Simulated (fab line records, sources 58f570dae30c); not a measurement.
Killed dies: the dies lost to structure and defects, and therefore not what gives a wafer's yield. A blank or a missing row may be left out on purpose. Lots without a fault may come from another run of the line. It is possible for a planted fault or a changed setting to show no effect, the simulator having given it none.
Which tool was responsible? / flow berkeley-cmos170 / 42 wafers from 14 lots sampled at 2 of the route's 331 steps

## WHAT THE GAUGES READ, wafer by wafer
UCB170_NSD_CD_MEAS_06: target cd 1200 nm.
lot=L556; measured=day 6 22:25; on=cd-sem-02; cd-nm (nm)=1198.8 1199.5 1199.5
lot=L557; measured=day 6 22:58; on=cd-sem-02; cd-nm (nm)=1197.4 1196.3 1197.1
lot=L558; measured=day 7 14:20; on=cd-sem-02; cd-nm (nm)=1201.6 1199.8 1201.1
lot=L560; measured=day 7 22:25; on=cd-sem-01; cd-nm (nm)=1199.9 1200.1 1198.8
lot=L564; measured=day 7 23:47; on=cd-sem-01; cd-nm (nm)=1200.8 1201.2 1201.0
lot=L563; measured=day 7 23:53; on=cd-sem-02; cd-nm (nm)=1201.9 1202.5 1200.1
lot=L566; measured=day 9 00:43; on=cd-sem-02; cd-nm (nm)=1198.4 1196.9 1198.1
lot=L565; measured=day 9 01:06; on=cd-sem-02; cd-nm (nm)=1198.0 1198.3 1198.3
lot=L567; measured=day 9 01:22; on=cd-sem-01; cd-nm (nm)=1198.9 1199.3 1200.0
lot=L570; measured=day 9 07:46; on=cd-sem-01; cd-nm (nm)=1198.9 1199.0 1198.5
lot=L568; measured=day 9 08:03; on=cd-sem-02; cd-nm (nm)=1200.9 1202.7 1200.5
lot=L573; measured=day 10 03:05; on=cd-sem-01; cd-nm (nm)=1198.5 1197.5 1197.6
lot=L579; measured=day 11 15:22; on=cd-sem-01; cd-nm (nm)=1201.6 1200.5 1200.3
lot=L578; measured=day 12 05:16; on=cd-sem-02; cd-nm (nm)=1200.5 1200.6 1199.9

UCB170_M2_THK_MEAS_03: measures by xrf.
lot=L556; measured=day 7 15:48; on=film-metro-03; M2_AL_THK (nm)=904 891 894
lot=L557; measured=day 7 16:49; on=film-metro-04; M2_AL_THK (nm)=912 908 907
lot=L558; measured=day 8 10:04; on=film-metro-03; M2_AL_THK (nm)=891 879 887
lot=L560; measured=day 8 17:47; on=film-metro-04; M2_AL_THK (nm)=895 909 873
lot=L564; measured=day 8 17:15; on=film-metro-04; M2_AL_THK (nm)=904 880 902
lot=L563; measured=day 8 17:21; on=film-metro-01; M2_AL_THK (nm)=905 906 906
lot=L566; measured=day 9 18:43; on=film-metro-04; M2_AL_THK (nm)=888 894 877
lot=L565; measured=day 9 19:15; on=film-metro-04; M2_AL_THK (nm)=896 897 894
lot=L567; measured=day 9 18:57; on=film-metro-03; M2_AL_THK (nm)=882 874 875
lot=L570; measured=day 10 07:11; on=film-metro-03; M2_AL_THK (nm)=895 884 878
lot=L568; measured=day 10 07:41; on=film-metro-04; M2_AL_THK (nm)=888 907 904
lot=L573; measured=day 10 23:49; on=film-metro-03; M2_AL_THK (nm)=869 883 868
lot=L579; measured=day 12 11:30; on=film-metro-01; M2_AL_THK (nm)=875 890 885
lot=L578; measured=day 13 01:13; on=film-metro-04; M2_AL_THK (nm)=870 885 891

## WHICH TOOL RAN EACH LOT (tool, then ch and the chambers of the sampled wafers, then the start)
The record holds no process step before these readings.

## WHAT THE TOOLS THEMSELVES READ (means of the sampled wafers that have a number; where no wafer has one, the mark that the record gives instead)
The record holds no such reading with a usual standard deviation.

## THE ANSWER, worked out from the rows above alone
Rule: the lots themselves supply what counts as usual. The widest of any qualifying gaps counts: lots, ordered by their means at a reading, are off when they make up no more than a third of the lots, leave a main group of 4 or more, and stand apart from it by 3 or more times the standard deviation of that group's means. A main group is skipped when, at the precision printed for the reading in the tables above, its means are all equal. Also off: a lot with no number at a reading for which 4 or more lots have one. Where the step has rows for the other lots, those lots are counted as sound. After the gauges, taken in route order, come the tools' own readings; for these a lot's mean is taken, as printed above. The first step at which some lot is off is used, and at that step the reading that is off furthest; a lot without a number counts as furthest.
No lot is off on any of the readings shown, so nothing can be concluded from this.

## WHAT THE SIMULATOR PUT IN
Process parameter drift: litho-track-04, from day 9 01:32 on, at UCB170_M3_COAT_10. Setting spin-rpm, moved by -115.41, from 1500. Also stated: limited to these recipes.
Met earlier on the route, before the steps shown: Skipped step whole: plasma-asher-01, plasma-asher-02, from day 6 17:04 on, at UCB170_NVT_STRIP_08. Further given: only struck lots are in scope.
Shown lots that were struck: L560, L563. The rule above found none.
